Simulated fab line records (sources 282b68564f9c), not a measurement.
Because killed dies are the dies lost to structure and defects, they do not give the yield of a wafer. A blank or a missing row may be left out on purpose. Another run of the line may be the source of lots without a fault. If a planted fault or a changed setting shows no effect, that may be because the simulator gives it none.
Which tool was responsible? :: flow rit cmos :: 6 lots with 18 wafers sampled at 3 steps, on a route of 202 steps

== WHAT EACH GAUGE READ, for each wafer ==
RIT_M1_RS_MEAS_01: measurement is done with a four-point probe.
lot: L387
measured: day 3 10:41
on: film metro-03
M1_AL_RS (ohm/sq): 0.0727 0.0731 0.0731

lot: L389
measured: day 4 00:51
on: film metro-04
M1_AL_RS (ohm/sq): 0.0728 0.0723 0.0730

lot: L391
measured: day 4 13:21
on: film metro-02
M1_AL_RS (ohm/sq): 0.0742 0.0732 0.0726

lot: L394
measured: day 5 02:11
on: film metro-04
M1_AL_RS (ohm/sq): 0.0742 0.0744 0.0750

lot: L397
measured: day 5 15:31
on: film metro-02
M1_AL_RS (ohm/sq): 0.0562 0.0725 0.0737

lot: L406
measured: day 7 14:59
on: film metro-02
M1_AL_RS (ohm/sq): 0.0730 0.0725 0.0721

== TOOL THAT RAN EACH LOT (tool first, then ch and the chambers of the sampled wafers, then the start) ==
lot: L387
RIT_PRETRO_SOFTBAKE_02: litho track-03 ch 0, day 2 11:37
RIT_M1_SPUTTER_00: pvd sputter-04, day 3 10:21

lot: L389
RIT_PRETRO_SOFTBAKE_02: litho track-03 ch 0, day 2 22:51
RIT_M1_SPUTTER_00: pvd sputter-04, day 4 00:31

lot: L391
RIT_PRETRO_SOFTBAKE_02: litho track-04 ch 0, day 3 11:08
RIT_M1_SPUTTER_00: pvd sputter-04, day 4 13:01

lot: L394
RIT_PRETRO_SOFTBAKE_02: litho track-04 ch 0, day 4 00:18
RIT_M1_SPUTTER_00: pvd sputter-02, day 5 01:51

lot: L397
RIT_PRETRO_SOFTBAKE_02: litho track-03 ch 0, day 4 13:45
RIT_M1_SPUTTER_00: pvd sputter-04, day 5 15:12

lot: L406
RIT_PRETRO_SOFTBAKE_02: litho track-03 ch 0, day 6 15:13
RIT_M1_SPUTTER_00: pvd sputter-03, day 7 14:38
- RIT_PRETRO_SOFTBAKE_02: time 62.37 s.
- RIT_M1_SPUTTER_00: material Al, target thk 400 nm, time 500 s.

== THE ANSWER, worked out from the rows above alone ==
Rule: what is usual is taken from the lots themselves. The widest of any qualifying gaps counts: lots, ordered by their means at a reading, are off when they make up no more than a third of the lots, leave a main group of 4 or more, and stand apart from it by 3 or more times the standard deviation of that group's means. The tables above print the reading to a certain number of digits; a main group whose means all agree to those digits is not used. A lot without any number at a reading at which 4 lots or more have one is off too. Where the step has rows for the other lots, those lots are counted as sound.
Off: L397, at RIT_M1_RS_MEAS_01 (M1_AL_RS). Mean 0.0732 ohm/sq and standard deviation 0.00071 in the main group.
A tool fits if, at a process step before that reading, it ran every lot that is off, and no sound lot after the first of them. Gauges at RIT_M1_RS_MEAS_01: tried the same way as those tools. One candidate fits, namely pvd sputter-04 at RIT_M1_SPUTTER_00. Its last sound lot is L391 (day 4 13:01), its first lot that is off L397 (day 5 15:12): a fault that began between those two fits.

== WHAT THE SIMULATOR PUT IN ==
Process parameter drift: pvd sputter-04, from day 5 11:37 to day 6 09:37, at RIT_M1_SPUTTER_00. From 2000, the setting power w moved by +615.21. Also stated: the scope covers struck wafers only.
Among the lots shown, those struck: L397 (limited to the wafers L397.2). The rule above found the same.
